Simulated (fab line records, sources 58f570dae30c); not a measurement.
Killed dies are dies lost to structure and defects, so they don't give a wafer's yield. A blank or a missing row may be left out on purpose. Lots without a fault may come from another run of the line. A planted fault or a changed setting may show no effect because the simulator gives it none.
fab line records | flow berkeley_cmos170
record lots=13 wafers=39 last_day=11
route steps=331 shown WELLDRIVE@57 ACTIVE@74 SDANNEAL@204 M3@310
lots that met no fault: from a run of the same line without faults
start_h: hours from the record's first day to the start of the lot's first wafer shown | wait_h: hours since the lot's step before | " the same as in the row above | L1.1+2: a row that stands for several wafers | - no value, or no start given | * or withheld: withheld | < > ~ a bound
route shown NAME@n: a module of which the file shows steps, and the number in the route of the first | usual: mean/standard deviation of fault-free wafers | same: alike in all rows | chamber/n: place in a boat | sites: the reading at each site | _std_site: their standard deviation | _edge_site: outer sites' mean less inner sites' | radius_mm: how far each site lies from the wafer's centre | mask NAME#n: copy n | behind: the tool/chamber that last shaped the wafer | hold: why the lot was held/for how many hours/how that ended | device: the transistor (n, p or np) that didn't switch | end of line: the same wafers' tests at the end of the route | a step without rows: its recipe alone | killed: dies lost to structure and defects at the first sort, not the wafer's yield | map: a wafer's dies, x killed, . not, _ none there
set.NAME: the setting as run; set.NAME@STEP: as run at that earlier step | model.NAME: the simulator's own value behind a step, which no gauge read
steps of the route over a sample of lots; a table a step, a row a wafer
services: from which hour (start_h, from the record's first day; less than 0 if before it) a tool's chamber was out of use, for how many hours, and why
## steps
# step UCB170_WELLDRIVE_THK_MEAS_02
# recipe reads=SiO2_of_WELLDRIVE_OXIDATION_01
# usual WELLDRIVE_OXIDE_THK=198/4.4
# columns lot.wafer tool chamber start_h wait_h WELLDRIVE_OXIDE_THK[nm]
L953.1 film_metro-04 - 58.61 0.1 200
L953.2 " - " " 197
L953.6 " - " " 197
L954.1 film_metro-02 - 65.98 0.0 194
L954.2 " - " " 194
L954.4 " - " " 192
L956.2 film_metro-02 - 71.48 0.0 199
L956.5 " - " " 198
L956.6 " - " " 197
L955.1 film_metro-04 - 75.00 0.0 195
L955.2 " - " " 200
L955.3 " - " " 198
L958.3 film_metro-04 - 89.49 0.0 198
L958.4 " - " " 199
L958.6 " - " " 200
L962.1 film_metro-04 - 98.28 0.0 190
L962.2 " - " " 192
L962.6 " - " " 187
L959.1 film_metro-04 - 98.34 0.1 197
L959.5 " - " " 195
L959.6 " - " " 197
L961.1 film_metro-04 - 103.11 0.0 197
L961.3 " - " " 196
L961.4 " - " " 196
L964.1 film_metro-04 - 119.88 0.0 197
L964.5 " - " " 198
L964.6 " - " " 200
L970.1 film_metro-04 - 139.45 0.1 207
L970.4 " - " " 202
L970.5 " - " " 202
L972.2 film_metro-04 - 154.27 0.0 192
L972.3 " - " " 196
L972.5 " - " " 190
L975.3 film_metro-02 - 163.07 0.0 204
L975.4 " - " " 202
L975.6 " - " " 203
L976.1 film_metro-04 - 172.14 0.0 199
L976.3 " - " " 201
L976.4 " - " " 200
# step UCB170_ACTIVE_OVL_MEAS_14
# usual ACTIVE_OVL=-8/6.3
# columns lot.wafer tool chamber start_h wait_h ACTIVE_OVL[nm]
L953.1 overlay-01 - 78.21 0.1 -13
L953.2 " - " " -8
L953.6 " - " " -10
L954.1 overlay-02 - 83.83 0.1 -2
L954.2 " - " " 4
L954.4 " - " " 0
L956.2 overlay-02 - 90.13 0.1 -11
L956.5 " - " " -8
L956.6 " - " " -14
L955.1 overlay-01 - 90.40 0.1 -20
L955.2 " - " " -5
L955.3 " - " " -17
L958.3 overlay-01 - 107.11 0.1 -3
L958.4 " - " " 2
L958.6 " - " " -7
L962.1 overlay-02 - 116.31 0.1 -12
L962.2 " - " " -9
L962.6 " - " " -12
L959.1 overlay-02 - 116.59 0.1 -10
L959.5 " - " " -4
L959.6 " - " " -9
L961.1 overlay-01 - 121.04 0.1 -12
L961.3 " - " " -7
L961.4 " - " " -11
L964.1 overlay-02 - 133.22 0.1 -5
L964.5 " - " " -13
L964.6 " - " " -13
L970.1 overlay-02 - 156.26 0.1 -19
L970.4 " - " " -14
L970.5 " - " " -16
L972.2 overlay-01 - 169.82 0.1 6
L972.3 " - " " -10
L972.5 " - " " -6
L975.3 overlay-02 - 180.35 0.1 2
L975.4 " - " " -2
L975.6 " - " " 7
L976.1 overlay-02 - 190.77 0.1 -14
L976.3 " - " " -11
L976.4 " - " " -24
# step UCB170_SDANNEAL_RTA_00
# recipe temp_c=900 time_s=10 ambient=N2
# usual lamp_power_pct=23.86/0.13 wafer_temp_C_max=904.8/2.2
# columns lot.wafer tool chamber start_h wait_h lamp_power_pct wafer_temp_C_max
L953.1 rtp_anneal-01 0 134.98 0.1 23.73 905.4
L953.2 " 0 " " 23.77 905.8
L953.6 " 0 " " 23.77 908.5
L954.1 rtp_anneal-01 0 139.24 0.0 23.71 906.3
L954.2 " 0 " " 23.75 908.0
L954.4 " 0 " " 23.72 906.9
L956.2 rtp_anneal-02 0 151.34 0.0 24.00 902.1
L956.5 " 0 " " 24.02 903.7
L956.6 " 0 " " 23.99 903.0
L955.1 rtp_anneal-01 0 151.50 0.0 23.71 906.1
L955.2 " 0 " " 23.72 908.5
L955.3 " 0 " " 23.75 907.3
L958.3 rtp_anneal-01 0 162.89 0.0 23.77 904.6
L958.4 " 0 " " 23.72 904.9
L958.6 " 0 " " 23.74 907.3
L959.1 rtp_anneal-01 0 176.92 0.0 23.70 907.5
L959.5 " 0 " " 23.71 908.5
L959.6 " 0 " " 23.71 909.1
L962.1 rtp_anneal-01 0 177.56 0.0 23.74 906.9
L962.2 " 0 " " 23.74 907.0
L962.6 " 0 " " 23.75 907.6
L961.1 rtp_anneal-01 0 178.16 0.0 23.74 907.0
L961.3 " 0 " " 23.73 906.0
L961.4 " 0 " " 23.71 906.3
L964.1 rtp_anneal-02 0 199.23 0.0 23.98 903.0
L964.5 " 0 " " 23.96 902.3
L964.6 " 0 " " 24.01 902.5
L970.1 rtp_anneal-01 0 225.67 0.0 23.73 906.3
L970.4 " 0 " " 23.74 906.0
L970.5 " 0 " " 23.73 904.2
L972.2 rtp_anneal-02 0 226.99 0.0 23.96 903.2
L972.3 " 0 " " 23.96 902.9
L972.5 " 0 " " 23.99 904.1
L975.3 rtp_anneal-02 0 240.13 0.0 23.97 902.8
L975.4 " 0 " " 23.97 904.3
L975.6 " 0 " " 23.97 902.9
L976.1 rtp_anneal-01 0 246.27 0.0 23.73 907.5
L976.3 " 0 " " 23.71 906.2
L976.4 " 0 " " 23.73 905.1
# step UCB170_M3_SPUTTER_01
# recipe material=Al target_thk_nm=900 time_s=120 power_w=6000 chamber_pressure_pa=0.5
# usual cathode_dc_power_W=5999.8/1.3 throttle_valve_pct=29.7/1.1
# columns lot.wafer tool chamber start_h wait_h cathode_dc_power_W throttle_valve_pct
L953.1 pvd_sputter-02 - 156.81 0.0 5999.2 29.5
L953.2 " - " " 6000.2 28.6
L953.6 " - " " 6000.5 28.4
L954.1 pvd_sputter-02 - 160.19 0.0 6002.1 28.6
L954.2 " - " " 5999.0 28.3
L954.4 " - " " 6000.9 29.6
L956.2 pvd_sputter-03 - 176.92 0.0 6000.4 28.3
L956.5 " - " " 6000.4 28.0
L956.6 " - " " 5999.7 30.0
L955.1 pvd_sputter-01 - 177.04 0.0 6003.0 30.9
L955.2 " - " " 5998.5 30.6
L955.3 " - " " 5999.2 30.4
L958.3 pvd_sputter-01 - 184.85 0.0 6000.9 30.8
L958.4 " - " " 5999.8 30.4
L958.6 " - " " 6000.0 30.5
L959.1 pvd_sputter-01 - 196.87 0.0 5997.7 30.3
L959.5 " - " " 5999.4 30.5
L959.6 " - " " 5999.2 30.5
L961.1 pvd_sputter-03 - 197.42 0.0 6001.8 29.8
L961.3 " - " " 6002.4 28.3
L961.4 " - " " 5999.9 28.7
L962.1 pvd_sputter-02 - 202.13 0.0 5998.4 29.4
L962.2 " - " " 5999.1 32.0
L962.6 " - " " 5999.7 29.1
L964.1 pvd_sputter-03 - 221.56 0.0 6000.3 28.2
L964.5 " - " " 6000.4 28.3
L964.6 " - " " 5999.7 29.7
L970.1 pvd_sputter-03 - 253.88 0.0 5999.8 29.0
L970.4 " - " " 6000.1 28.3
L970.5 " - " " 6001.5 28.0
L972.2 pvd_sputter-02 - 254.47 0.0 5998.6 28.6
L972.3 " - " " 6001.0 29.5
L972.5 " - " " 5999.1 28.4
L975.3 pvd_sputter-02 - 265.46 0.0 6000.6 28.6
L975.4 " - " " 5999.2 28.7
L975.6 " - " " 6000.2 31.6
L976.1 pvd_sputter-01 - 268.89 0.0 6000.5 30.6
L976.3 " - " " 5999.8 30.5
L976.4 " - " " 6000.6 30.7
# step UCB170_M3_RS_MEAS_02
# recipe thk_meas_gauge=four-point-probe reads=Al_of_M3_SPUTTER_01
# usual M3_AL_RS=0.0321/0.00036
# columns lot.wafer tool chamber start_h wait_h M3_AL_RS[ohm/sq]
L953.1 film_metro-03 - 156.89 0.0 0.0319
L953.2 " - " " 0.0320
L953.6 " - " " 0.0319
L954.1 film_metro-03 - 160.27 0.0 0.0325
L954.2 " - " " 0.0322
L954.4 " - " " 0.0324
L956.2 film_metro-02 - 177.03 0.1 0.0322
L956.5 " - " " 0.0323
L956.6 " - " " 0.0322
L955.1 film_metro-01 - 177.14 0.1 0.0322
L955.2 " - " " 0.0327
L955.3 " - " " 0.0326
L958.3 film_metro-03 - 184.98 0.1 0.0318
L958.4 " - " " 0.0326
L958.6 " - " " 0.0322
L959.1 film_metro-03 - 196.95 0.0 0.0321
L959.5 " - " " 0.0319
L959.6 " - " " 0.0323
L961.1 film_metro-03 - 197.51 0.0 0.0321
L961.3 " - " " 0.0323
L961.4 " - " " 0.0319
L962.1 film_metro-01 - 202.21 0.0 0.0319
L962.2 " - " " 0.0315
L962.6 " - " " 0.0317
L964.1 film_metro-03 - 221.64 0.0 0.0319
L964.5 " - " " 0.0315
L964.6 " - " " 0.0317
L970.1 film_metro-02 - 253.96 0.0 0.0322
L970.4 " - " " 0.0509
L970.5 " - " " 0.0508
L972.2 film_metro-01 - 254.57 0.1 0.0320
L972.3 " - " " 0.0321
L972.5 " - " " 0.0323
L975.3 film_metro-01 - 265.58 0.1 0.0315
L975.4 " - " " 0.0315
L975.6 " - " " 0.0313
L976.1 film_metro-02 - 268.98 0.0 0.0316
L976.3 " - " " 0.0317
L976.4 " - " " 0.0316
# step UCB170_M3_THK_MEAS_03
# recipe thk_meas_gauge=xrf reads=Al_of_M3_SPUTTER_01
# usual M3_AL_THK=895/10
# columns lot.wafer tool chamber start_h wait_h M3_AL_THK[nm]
L953.1 film_metro-03 - 157.01 0.1 894
L953.2 " - " " 898
L953.6 " - " " 899
L954.1 film_metro-03 - 160.39 0.1 879
L954.2 " - " " 886
L954.4 " - " " 886
L956.2 film_metro-02 - 177.14 0.1 897
L956.5 " - " " 895
L956.6 " - " " 892
L955.1 film_metro-01 - 177.26 0.1 890
L955.2 " - " " 875
L955.3 " - " " 883
L958.3 film_metro-03 - 185.08 0.1 903
L958.4 " - " " 874
L958.6 " - " " 887
L959.1 film_metro-03 - 197.07 0.1 897
L959.5 " - " " 901
L959.6 " - " " 892
L961.1 film_metro-03 - 197.63 0.1 894
L961.3 " - " " 888
L961.4 " - " " 897
L962.1 film_metro-01 - 202.33 0.1 899
L962.2 " - " " 911
L962.6 " - " " 902
L964.1 film_metro-03 - 221.76 0.1 904
L964.5 " - " " 914
L964.6 " - " " 909
L970.1 film_metro-02 - 254.08 0.1 888
L970.4 " - " " 567
L970.5 " - " " 564
L972.2 film_metro-01 - 254.68 0.1 897
L972.3 " - " " 899
L972.5 " - " " 889
L975.3 film_metro-01 - 265.68 0.1 909
L975.4 " - " " 911
L975.6 " - " " 919
L976.1 film_metro-02 - 269.10 0.1 912
L976.3 " - " " 906
L976.4 " - " " 910
# step UCB170_M3_METAL_ETCH_18
# recipe chemistry=Cl2/BCl3 target=Al stop_on=SiO2 pressure_mtorr=12 target_depth_a=11700 over_etch_frac=0.3 time_s=195 icp_w=600 bias_w=120 Cl2_flow_sccm=90 bcl3_flow_sccm=45
# usual drypump_motor_current_A=5.9/0.34 oes_product_au=0.851/0.012 throttle_valve_pct=24.53/0.14
# columns lot.wafer tool chamber start_h wait_h drypump_motor_current_A oes_product_au rf_hours_counter_h throttle_valve_pct
L953.1 rie_metal-03 1 161.25 - 5.8 0.844 4 24.62
L953.2 " 0 " " 5.7 0.842 12 24.60
L953.6 " 1 " " 5.8 0.844 - 24.61
L954.1 rie_metal-02 1 163.01 - 6.4 0.853 11 24.74
L954.2 " 0 " " 6.0 0.868 13 24.30
L954.4 " 1 " " 6.4 0.857 - 24.74
L956.2 rie_metal-04 0 179.29 - 5.2 0.847 10 24.38
L956.5 " 1 " " 6.1 0.845 - 24.46
L956.6 " 0 " " 5.2 0.844 - 24.36
L955.1 rie_metal-03 1 179.57 - 5.8 0.840 4 24.60
L955.2 " 0 " " 5.7 0.837 12 24.62
L955.3 " 0 " " 5.7 0.836 - 24.62
L958.3 rie_metal-02 1 187.35 - 6.4 0.861 - 24.74
L958.4 " 0 " " 6.1 0.867 - 24.32
L958.6 " 0 " " 6.1 0.861 - 24.30
L959.1 rie_metal-03 0 199.62 - 5.7 0.838 13 24.59
L959.5 " 1 " " 5.8 0.838 - 24.60
L959.6 " 0 " " 5.7 0.838 - 24.59
L961.1 rie_metal-04 1 200.33 - 6.1 0.855 8 24.47
L961.3 " 0 " " 5.2 0.847 - 24.36
L961.4 " 1 " " 6.1 0.852 - 24.47
L962.1 rie_metal-03 0 204.49 - 5.7 0.858 13 24.60
L962.2 " 1 " " 5.8 0.853 5 24.60
L962.6 " 0 " " 5.7 0.851 - 24.59
L964.1 rie_metal-03 0 226.32 - 5.7 0.850 14 24.61
L964.5 " 1 " " 5.8 0.847 - 24.59
L964.6 " 0 " " 5.7 0.844 - 24.61
L970.1 rie_metal-03 0 259.13 - 5.7 0.830 15 24.60
L970.4 " 0 " " 5.7 0.668 - 24.68
L970.5 " 1 " " 5.8 0.673 - 24.67
L972.2 rie_metal-04 0 259.29 - 5.2 0.851 12 24.36
L972.3 " 1 " " 6.1 0.848 - 24.46
L972.5 " 1 " " 6.1 0.848 - 24.47
L975.3 rie_metal-04 0 268.06 - 5.2 0.859 - 24.36
L975.4 " 1 " " 6.1 0.850 - 24.47
L975.6 " 1 " " 6.1 0.863 - 24.47
L976.1 rie_metal-02 1 271.26 - 6.4 0.865 15 24.75
L976.3 " 1 " " 6.4 0.860 - 24.73
L976.4 " 0 " " 6.1 0.879 - 24.32
## services
# columns tool chamber start_h hours kind
rie_metal-03 - 118.96 0.2 repair
rie_metal-04 - 146.66 1.4 pm
pvd_sputter-03 - 152.73 2.7 repair
pvd_sputter-03 - 158.38 3.0 repair
rie_metal-04 0 160.79 9.0 repair
rtp_anneal-01 - 165.01 3.7 pm
rie_metal-04 - 201.76 2.8 pm
pvd_sputter-02 - 202.42 2.7 repair
pvd_sputter-01 - 219.76 1.4 repair
rie_metal-02 1 219.83 4.5 repair
## key
first_sign step=UCB170_M3_RS_MEAS_02 reading=M3_AL_RS direction=up sigmas=53 usual=0.0321 struck=0.0509
effect step=UCB170_M3_THK_MEAS_03 reading=M3_AL_THK direction=down sigmas=32 usual=895 struck=565
effect step=UCB170_M3_METAL_ETCH_18 reading=oes_product_au direction=down sigmas=15 usual=0.851 struck=0.671
met_at UCB170_M3_SPUTTER_01
struck_lots L970
struck_wafers L970.4,L970.5
not_acting_at UCB170_WELLDRIVE_THK_MEAS_02,UCB170_ACTIVE_OVL_MEAS_14,UCB170_SDANNEAL_RTA_00
onset_between 221.56 253.88
fault kind=process_parameter_drift tool=pvd_sputter-03 chamber=- onset_h=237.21 steps=UCB170_M3_SPUTTER_01 channel=target_thk_nm offset=-328.31 shape=step end_h=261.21 acts_in=these_recipes_only stated=900 scope=struck_wafers_only
